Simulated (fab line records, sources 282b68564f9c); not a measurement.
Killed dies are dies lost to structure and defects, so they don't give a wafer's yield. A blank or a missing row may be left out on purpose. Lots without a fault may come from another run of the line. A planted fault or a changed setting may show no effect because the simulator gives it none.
fab line records | flow rit_cmos
record lots=5 wafers=15 last_day=7
route steps=202 shown CONTACT@172 M1@184
lots that met no fault: from a run of the same line without faults
start_h: hours from the record's first day to the start of the lot's first wafer shown | wait_h: hours since the lot's step before | " the same as in the row above | L1.1+2: a row that stands for several wafers | - no value, or no start given | * or withheld: withheld | < > ~ a bound
route shown NAME@n: a module of which the file shows steps, and the number in the route of the first | usual: mean/standard deviation of fault-free wafers | same: alike in all rows | chamber/n: place in a boat | sites: the reading at each site | _std_site: their standard deviation | _edge_site: outer sites' mean less inner sites' | radius_mm: how far each site lies from the wafer's centre | mask NAME#n: copy n | behind: the tool/chamber that last shaped the wafer | hold: why the lot was held/for how many hours/how that ended | device: the transistor (n, p or np) that didn't switch | end of line: the same wafers' tests at the end of the route | a step without rows: its recipe alone | killed: dies lost to structure and defects at the first sort, not the wafer's yield | map: a wafer's dies, x killed, . not, _ none there
set.NAME: the setting as run; set.NAME@STEP: as run at that earlier step | model.NAME: the simulator's own value behind a step, which no gauge read
lots at some steps of the route; a table a step, a row a wafer
services: from which hour (start_h, from the record's first day; less than 0 if before it) a tool's chamber was out of use, for how many hours, and why
## steps
# step RIT_CONTACT_SOFTBAKE_04
# recipe resist=NOVOLAK temp_c=90 time_s=60
# step RIT_CONTACT_EXPOSE_05
# recipe mask_id=M11 na=0.6 source_shape=conventional sigma_outer=0.5 target_cd_nm=1000 dose_mj=250
# step RIT_CONTACT_PEB_06
# recipe resist=NOVOLAK temp_c=withheld time_s=withheld
# step RIT_CONTACT_DEVELOP_07
# recipe resist=NOVOLAK develop_time_s=120 dev_temp_c=23
# step RIT_CONTACT_CD_MEAS_08
# recipe target_cd_nm=1000
# usual cd_nm=999.9/2.3
# columns lot.wafer tool chamber start_h wait_h cd_nm
L252.1 cd_sem-01 - 54.73 - 1001.2
L252.2 " - " " 1000.7
L252.5 " - " " 1001.7
L255.3 cd_sem-01 - 66.66 - 998.6
L255.4 " - " " 1000.9
L255.6 " - " " 1002.0
L257.4 cd_sem-01 - 78.74 - 999.8
L257.5 " - " " 1001.7
L257.6 " - " " 998.1
L272.3 cd_sem-02 - 150.74 - 1000.7
L272.4 " - " " 1000.4
L272.6 " - " " 1000.2
L275.1 cd_sem-01 - 166.96 - 999.0
L275.3 " - " " 1000.2
L275.5 " - " " 1003.1
# step RIT_CONTACT_OVL_MEAS_09
# usual CONTACT_OVL=-0.2/1.4
# columns lot.wafer tool chamber start_h wait_h CONTACT_OVL[nm]
L252.1 overlay-01 - 54.85 0.1 -2.9
L252.2 " - " " -0.3
L252.5 " - " " -2.0
L255.3 overlay-02 - 66.75 0.1 -1.4
L255.4 " - " " -0.9
L255.6 " - " " -1.1
L257.4 overlay-02 - 78.81 0.1 0.1
L257.5 " - " " -0.1
L257.6 " - " " 0.9
L272.3 overlay-01 - 150.84 0.1 -1.4
L272.4 " - " " -0.5
L272.6 " - " " -1.2
L275.1 overlay-02 - 167.08 0.1 -0.7
L275.3 " - " " 1.2
L275.5 " - " " 1.4
# step RIT_CONTACT_HARDBAKE_10
# recipe resist=NOVOLAK temp_c=140 time_s=60
# step RIT_CONTACT_ETCH_11
# recipe target_depth_a=4800 over_etch_frac=0.2 stop_on=TiSi2 chemistry=CHF3/CF4/Ar target=SiO2 CHF3_flow_sccm=50 cf4_flow_sccm=10 Ar_flow_sccm=100 O2_flow_sccm=5 pressure_mtorr=100 rf_w=200 time_s=320
# usual cf4_flow_sccm=9.999/0.029 drypump_motor_current_A=5.8/0.45 oes_product_au=0.980/0.013 throttle_valve_pct=8.86/0.11
# same time_s=320
# columns lot.wafer tool chamber start_h wait_h cf4_flow_sccm drypump_motor_current_A oes_product_au rf_hours_counter_h throttle_valve_pct
L252.1 rie_diel-01 0 55.04 0.1 10.008 6.5 0.966 66 8.85
L252.2 " 1 " " 9.969 5.7 0.989 152 8.88
L252.5 " 1 " " 10.024 5.7 0.988 - 8.89
L255.3 rie_diel-02 2 66.92 0.1 10.009 5.4 0.994 2 8.90
L255.4 " 0 " " 9.992 5.7 0.979 132 8.86
L255.6 " 1 " " 10.002 6.1 0.967 - 8.80
L257.4 rie_diel-03 3 78.98 0.1 9.959 6.4 0.963 111 8.91
L257.5 " 0 " " 10.009 6.4 0.962 - 8.81
L257.6 " 3 " " 9.984 6.4 0.969 - 8.91
L272.3 rie_diel-01 0 151.01 0.1 9.955 6.4 0.974 68 8.85
L272.4 " 3 " " 10.020 6.1 0.965 70 8.59
L272.6 " 3 " " 10.009 6.1 0.971 - 8.60
L275.1 rie_diel-02 1 167.27 0.1 10.024 6.1 0.975 7 8.79
L275.3 " 3 " " 10.017 5.5 0.980 5 8.90
L275.5 " 1 " " 10.039 6.1 0.968 - 8.78
# step RIT_CONTACT_STRIP_12
# recipe chemistry=O2 time_s=180 resist=NOVOLAK platen_temp_c=withheld power_w=500 pressure_mtorr=4000 o2_flow_sccm=4000
# usual drypump_motor_current_A=5.5/0.52
# same time_s=180
# columns lot.wafer tool chamber start_h wait_h drypump_motor_current_A rf_hours_counter_h
L252.1 plasma_asher-01 1 55.23 0.1 5.7 41
L252.2 " 0 " " 4.8 41
L252.5 " 0 " " 4.8 -
L255.3 plasma_asher-01 1 67.17 0.2 5.8 -
L255.4 " 0 " " 4.8 -
L255.6 " 1 " " 5.8 -
L257.4 plasma_asher-01 1 79.23 0.2 5.7 -
L257.5 " 1 " " 5.7 -
L257.6 " 0 " " 4.8 -
L272.3 plasma_asher-01 1 151.26 0.2 5.8 -
L272.4 " 0 " " 4.8 -
L272.6 " 1 " " 5.8 -
L275.1 plasma_asher-02 0 167.46 0.1 5.2 5
L275.3 " 0 " " 5.2 -
L275.5 " 1 " " 6.2 -
# step RIT_CONTACT_CD_MEAS_90
# recipe target_cd_nm=1000
# usual cd_nm=999.8/2.4
# columns lot.wafer tool chamber start_h wait_h cd_nm
L252.1 cd_sem-01 - 55.41 0.1 1001.6
L252.2 " - " " 1000.1
L252.5 " - " " 1001.4
L255.3 cd_sem-01 - 67.33 0.1 998.7
L255.4 " - " " 1000.4
L255.6 " - " " 1001.9
L257.4 cd_sem-02 - 79.41 0.1 999.6
L257.5 " - " " 1001.8
L257.6 " - " " 998.4
L272.3 cd_sem-02 - 151.42 0.1 1001.0
L272.4 " - " " 1000.4
L272.6 " - " " 1000.4
L275.1 cd_sem-02 - 167.64 0.1 998.8
L275.3 " - " " 1000.2
L275.5 " - " " 1003.0
# step RIT_CONTACT_CLEAN_13
# recipe chemistry=SC1 mix=3:3:50 time_s=600 temp_c=75
# step RIT_CONTACT_CLEAN_14
# recipe chemistry=SC2 mix=3:3:50 time_s=600 temp_c=75 dry=n2_spin
# step RIT_M1_SPUTTER_00
# recipe material=Al target_thk_nm=400 power_w=2000 chamber_pressure_pa=0.4 gas=Ar time_s=500 substrate_temp_c=25
# usual cathode_dc_power_W=2000.0/0.34 substrate_temp_c=24.99/0.1 throttle_valve_pct=30.3/0.96
# same time_s=500
# columns lot.wafer tool chamber start_h wait_h cathode_dc_power_W substrate_temp_c throttle_valve_pct
L252.1 pvd_sputter-03 - 55.88 0.0 1999.7 24.86 32.1
L252.2 " - " " 1999.5 24.96 29.4
L252.5 " - " " 1999.9 25.07 29.6
L255.3 pvd_sputter-04 - 67.76 0.0 2000.5 24.97 30.2
L255.4 " - " " 2000.3 25.02 29.5
L255.6 " - " " 2000.4 24.96 30.6
L257.4 pvd_sputter-04 - 79.84 0.0 2000.4 25.17 29.5
L257.5 " - " " 2000.4 24.88 30.3
L257.6 " - " " 2000.2 24.91 29.3
L272.3 pvd_sputter-03 - 152.06 0.0 2000.4 24.91 30.9
L272.4 " - " " 1999.5 25.14 30.2
L272.6 " - " " 1999.5 25.01 30.3
L275.1 pvd_sputter-03 - 168.11 0.0 2000.2 24.96 31.9
L275.3 " - " " 1999.2 25.29 31.1
L275.5 " - " " 2000.2 25.08 29.3
# step RIT_M1_RS_MEAS_01
# recipe thk_meas_gauge=four-point-probe reads=Al_of_M1_SPUTTER_00
# usual M1_AL_RS=0.0737/0.00093
# columns lot.wafer tool chamber start_h wait_h M1_AL_RS[ohm/sq]
L252.1 film_metro-03 - 56.17 0.1 0.0721
L252.2 " - " " 0.0734
L252.5 " - " " 0.0733
L255.3 film_metro-01 - 68.10 0.2 0.0730
L255.4 " - " " 0.0734
L255.6 " - " " 0.0735
L257.4 film_metro-03 - 80.19 0.2 0.0970
L257.5 " - " " 0.0737
L257.6 " - " " 0.0733
L272.3 film_metro-01 - 152.39 0.2 0.0744
L272.4 " - " " 0.0737
L272.6 " - " " 0.0740
L275.1 film_metro-02 - 168.40 0.1 0.0728
L275.3 " - " " 0.0745
L275.5 " - " " 0.0745
# step RIT_M1_THK_MEAS_02
# recipe thk_meas_gauge=xrf reads=Al_of_M1_SPUTTER_00
# usual M1_AL_THK=399/5.2
# columns lot.wafer tool chamber start_h wait_h M1_AL_THK[nm]
L252.1 film_metro-03 - 56.29 0.1 410
L252.2 " - " " 401
L252.5 " - " " 403
L255.3 film_metro-01 - 68.20 0.1 403
L255.4 " - " " 400
L255.6 " - " " 397
L257.4 film_metro-03 - 80.28 0.1 328
L257.5 " - " " 403
L257.6 " - " " 404
L272.3 film_metro-01 - 152.49 0.1 393
L272.4 " - " " 399
L272.6 " - " " 396
L275.1 film_metro-02 - 168.52 0.1 398
L275.3 " - " " 391
L275.5 " - " " 389
# step RIT_M1_HMDS_03
# recipe prime_time_s=60 prime_temp_c=140
# step RIT_M1_COAT_04
# recipe resist=NOVOLAK spin_rpm=2000 resist_thk_nm=1300
# step RIT_M1_SOFTBAKE_05
# recipe resist=NOVOLAK temp_c=90 time_s=60
# step RIT_M1_EXPOSE_06
# recipe mask_id=M12 na=0.6 source_shape=conventional sigma_outer=0.5 target_cd_nm=2600 dose_mj=246.5
# step RIT_M1_PEB_07
# recipe resist=NOVOLAK temp_c=withheld time_s=withheld
# step RIT_M1_DEVELOP_08
# recipe resist=NOVOLAK develop_time_s=64.68 dev_temp_c=23
# step RIT_M1_CD_MEAS_09
# recipe target_cd_nm=2600
# usual cd_nm=2600.1/2.2
# columns lot.wafer tool chamber start_h wait_h cd_nm
L252.1 cd_sem-01 - 57.23 - 2599.1
L252.2 " - " " 2597.6
L252.5 " - " " 2599.8
L255.3 cd_sem-02 - 69.28 - 2597.1
L255.4 " - " " 2597.3
L255.6 " - " " 2597.4
L257.4 cd_sem-01 - 81.60 - 2601.2
L257.5 " - " " 2599.1
L257.6 " - " " 2598.9
L272.3 cd_sem-01 - 153.58 - 2600.5
L272.4 " - " " 2601.3
L272.6 " - " " 2598.9
L275.1 cd_sem-02 - 169.59 - 2598.4
L275.3 " - " " 2597.3
L275.5 " - " " 2599.3
# step RIT_M1_OVL_MEAS_10
# usual M1_OVL=-0.6/1.3
# columns lot.wafer tool chamber start_h wait_h M1_OVL[nm]
L252.1 overlay-02 - 57.35 0.1 -0.2
L252.2 " - " " 0.7
L252.5 " - " " 0.1
L255.3 overlay-02 - 69.37 0.1 -0.5
L255.4 " - " " 0.2
L255.6 " - " " 1.0
L257.4 overlay-02 - 81.68 0.1 0.0
L257.5 " - " " 0.1
L257.6 " - " " 0.5
L272.3 overlay-01 - 153.67 0.1 -1.5
L272.4 " - " " -2.8
L272.6 " - " " -0.5
L275.1 overlay-01 - 169.71 0.1 -0.9
L275.3 " - " " 0.3
L275.5 " - " " -2.2
# step RIT_M1_HARDBAKE_11
# recipe resist=NOVOLAK temp_c=140 time_s=120
# step RIT_M1_METAL_ETCH_12
# recipe stop_on=SiO2 chemistry=Cl2/BCl3 target=Al time_s=165 over_etch_frac=0.5 pressure_mtorr=100 target_depth_a=6000 rf_w=250 Cl2_flow_sccm=60 bcl3_flow_sccm=50
# usual drypump_motor_current_A=5.7/0.36 oes_product_au=0.770/0.011 throttle_valve_pct=8.30/0.15
# same time_s=165
# columns lot.wafer tool chamber start_h wait_h drypump_motor_current_A oes_product_au rf_hours_counter_h throttle_valve_pct
L252.1 rie_metal-01 0 57.64 0.2 6.1 0.771 2 8.07
L252.2 " 1 " " 5.3 0.767 2 8.47
L252.5 " 0 " " 6.2 0.760 - 8.05
L255.3 rie_metal-01 1 69.70 0.2 5.3 0.758 - 8.47
L255.4 " 0 " " 6.1 0.769 - 8.06
L255.6 " 1 " " 5.3 0.772 - 8.47
L257.4 rie_metal-04 0 82.01 0.1 5.5 0.699 - 8.15
L257.5 " 1 " " 5.4 0.788 - 8.39
L257.6 " 0 " " 5.5 0.778 - 8.15
L272.3 rie_metal-03 1 154.03 0.2 6.1 0.755 - 8.31
L272.4 " 0 " " 5.4 0.798 - 8.46
L272.6 " 0 " " 5.4 0.774 - 8.46
L275.1 rie_metal-03 1 169.99 0.2 6.1 0.762 2 8.28
L275.3 " 0 " " 5.4 0.770 - 8.46
L275.5 " 1 " " 6.1 0.754 - 8.30
# step RIT_M1_STRIP_13
# recipe chemistry=nmp resist=NOVOLAK temp_c=80 time_s=600 dry=n2_spin
# step RIT_M1_PROBE_99
# usual defect_limited_yield=97.2/1.1 killed_at_contacts=0.1/0.36 killed_at_front_end=7.2/2.9 killed_dies=7.4/2.9 killed_open=3.8/2 killed_short=3.5/2 sort_bin_3_pad_short=0.1/0.2 sort_bin_5_function=1.7/0.83 sort_bin_6_memory=1.0/0.61 sort_n_pass=256.6/2.9 sort_yield_pct=97.2/1.1
# same gross_dies=264 killed_at_M0_to_M3=0 killed_at_M4_up=0 killed_at_back_side=0 killed_at_other=0
# columns lot.wafer tool chamber start_h wait_h defect_limited_yield[%] killed_at_contacts killed_at_front_end killed_dies killed_open killed_short sort_bin_3_pad_short[%] sort_bin_5_function[%] sort_bin_6_memory[%] sort_n_pass sort_yield_pct[%]
L252.1 prober-02 - 59.97 0.1 95.1 0 13 13 4 9 0.4 1.9 2.7 251.0 95.1
L252.2 prober-02 - 60.02 0.1 95.8 0 11 11 7 4 0.4 3.0 0.8 253.0 95.8
L252.5 prober-02 - 60.17 0.2 96.2 1 9 10 5 5 0 2.3 1.5 254.0 96.2
L255.3 prober-01 - 72.00 0.2 98.5 0 4 4 4 0 0 0.8 0.8 260.0 98.5
L255.4 prober-01 - 72.05 0.2 97.7 0 6 6 3 3 0 1.1 1.1 258.0 97.7
L255.6 prober-01 - 72.15 0.2 97.0 0 8 8 5 3 0 1.5 1.5 256.0 97.0
L257.4 prober-01 - 84.35 0.2 96.6 0 9 9 5 4 0 2.3 1.1 255.0 96.6
L257.5 prober-01 - 84.40 0.2 95.8 0 11 11 7 4 0.4 1.9 1.9 253.0 95.8
L257.6 prober-01 - 84.45 0.2 97.0 0 8 8 5 3 0 2.3 0.8 256.0 97.0
L272.3 prober-01 - 156.33 0.2 98.5 0 4 4 2 2 0 0.4 1.1 260.0 98.5
L272.4 prober-01 - 156.38 0.2 97.3 0 7 7 5 2 0 1.5 1.1 257.0 97.3
L272.6 prober-01 - 156.48 0.2 96.6 0 9 9 3 6 0 2.3 1.1 255.0 96.6
L275.1 prober-02 - 172.25 0.1 95.5 0 12 12 6 6 0 2.7 1.9 252.0 95.5
L275.3 prober-02 - 172.35 0.2 97.3 0 7 7 2 5 0.4 1.9 0.4 257.0 97.3
L275.5 prober-02 - 172.45 0.2 97.0 0 8 8 4 4 0.4 1.5 1.1 256.0 97.0
# killed by level:class
L252.1 GATE:geometric_particle:short=6 SPACER:geometric_particle:open=3 FOX1:geometric_particle:open=1 FOX2:geometric_particle:short=1 REOX:geometric_particle:short=1 SPACER:geometric_particle:short=1
L252.2 GATE:geometric_particle:open=6 GATE:geometric_particle:short=2 FOX1:geometric_particle:short=1 SPACER:geometric_particle:short=1 SPACER:geometric_particle:open=1
L252.5 GATE:geometric_particle:open=5 SPACER:geometric_particle:short=2 FOX2:geometric_particle:short=1 GATE:geometric_particle:short=1 CONTACT:geometric_particle:short=1
L255.3 REOX:geometric_particle:open=2 SPACER:geometric_particle:open=2
L255.4 FOX1:geometric_particle:short=1 FOX1:geometric_particle:open=1 REOX:geometric_particle:short=1 REOX:geometric_particle:open=1 SPACER:geometric_particle:short=1 SILICIDE:geometric_particle:open=1
L255.6 FOX1:geometric_particle:short=1 FOX1:geometric_particle:open=1 FOX2:geometric_particle:open=1 FOX2:geometric_particle:short=1 GATE:geometric_particle:open=1 SPACER:geometric_particle:open=1 SPACER:geometric_particle:short=1 SILICIDE:geometric_particle:open=1
L257.4 GATE:geometric_particle:open=2 FOX1:geometric_particle:short=1 FOX2:geometric_particle:open=1 FOX2:geometric_particle:short=1 GATE:geometric_particle:short=1 SPACER:geometric_particle:open=1 SILICIDE:geometric_particle:open=1 SILICIDE:geometric_particle:short=1
L257.5 FOX1:geometric_particle:open=3 GATE:geometric_particle:open=2 GATE:geometric_particle:short=2 FOX1:geometric_particle:short=1 FOX2:geometric_particle:open=1 FOX2:geometric_particle:short=1 SILICIDE:geometric_particle:open=1
L257.6 FOX2:geometric_particle:open=2 FOX1:geometric_particle:short=1 GATE:geometric_particle:open=1 SPACER:geometric_particle:open=1 SPACER:geometric_particle:short=1 SILICIDE:geometric_particle:short=1 SILICIDE:geometric_particle:open=1
L272.3 GATE:geometric_particle:open=2 REOX:geometric_particle:short=1 SPACER:geometric_particle:short=1
L272.4 GATE:geometric_particle:open=3 FOX1:geometric_particle:short=1 SPACER:geometric_particle:open=1 SILICIDE:geometric_particle:open=1 SILICIDE:geometric_particle:short=1
L272.6 FOX1:geometric_particle:short=3 SPACER:geometric_particle:short=2 FOX1:geometric_particle:open=1 GATE:geometric_particle:open=1 REOX:geometric_particle:short=1 REOX:geometric_particle:open=1
L275.1 FOX1:geometric_particle:open=4 FOX1:geometric_particle:short=2 GATE:geometric_particle:short=2 FOX2:geometric_particle:short=1 GATE:geometric_particle:open=1 SILICIDE:geometric_particle:short=1 SILICIDE:geometric_particle:open=1
L275.3 FOX1:geometric_particle:short=2 REOX:geometric_particle:short=2 FOX1:geometric_particle:open=1 GATE:geometric_particle:short=1 GATE:geometric_particle:open=1
L275.5 GATE:geometric_particle:open=2 GATE:geometric_particle:short=2 SILICIDE:geometric_particle:short=2 FOX2:geometric_particle:open=1 SILICIDE:geometric_particle:open=1
## services
# columns tool chamber start_h hours kind
rie_diel-01 - 45.93 3.2 repair
rie_diel-02 1 46.16 14.7 repair
rie_diel-03 0 56.94 8.8 repair
rie_metal-03 0 69.67 29.5 repair
rie_diel-02 0 73.09 12.9 repair
rie_metal-04 1 99.56 8.8 repair
rie_diel-01 2 101.06 17.1 repair
plasma_asher-02 - 107.56 3.9 repair
plasma_asher-02 - 111.42 9.0 pm
plasma_asher-02 0 111.42 9.0 vent_cycle
plasma_asher-02 1 111.42 9.0 vent_cycle
rie_metal-01 - 115.84 0.8 repair
plasma_asher-02 0 120.42 - clean
plasma_asher-02 1 120.42 - clean
pvd_sputter-03 - 120.84 3.1 repair
rie_metal-04 - 131.44 2.8 pm
rie_diel-01 1 135.75 - clean
rie_diel-01 1 135.75 13.7 scheduled_down
rie_diel-01 1 135.75 13.7 vent_cycle
rie_metal-04 - 136.12 20.0 pm
rie_metal-01 - 153.27 1.0 repair
pvd_sputter-03 - 160.78 2.8 repair
rie_metal-04 - 165.35 1.1 repair
rie_metal-01 - 168.42 0.5 repair
## key
first_sign step=RIT_M1_RS_MEAS_01 reading=M1_AL_RS direction=up sigmas=25 usual=0.0737 struck=0.0970
effect step=RIT_M1_THK_MEAS_02 reading=M1_AL_THK direction=down sigmas=14 usual=399 struck=328
effect step=RIT_M1_METAL_ETCH_12 reading=oes_product_au direction=down sigmas=6.6 usual=0.770 struck=0.699
met_at RIT_M1_SPUTTER_00
struck_wafers L257.4
onset_between 67.76 79.84
fault kind=site_profile_drift tool=pvd_sputter-04 chamber=- onset_h=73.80 steps=RIT_M1_SPUTTER_00 basis=fraction max_abs_drift=0.38954 slope_share_per_hr=86.565 site_pattern=0,0,0,0,0,-1,-1,-1,-1 scope=struck_wafers_only
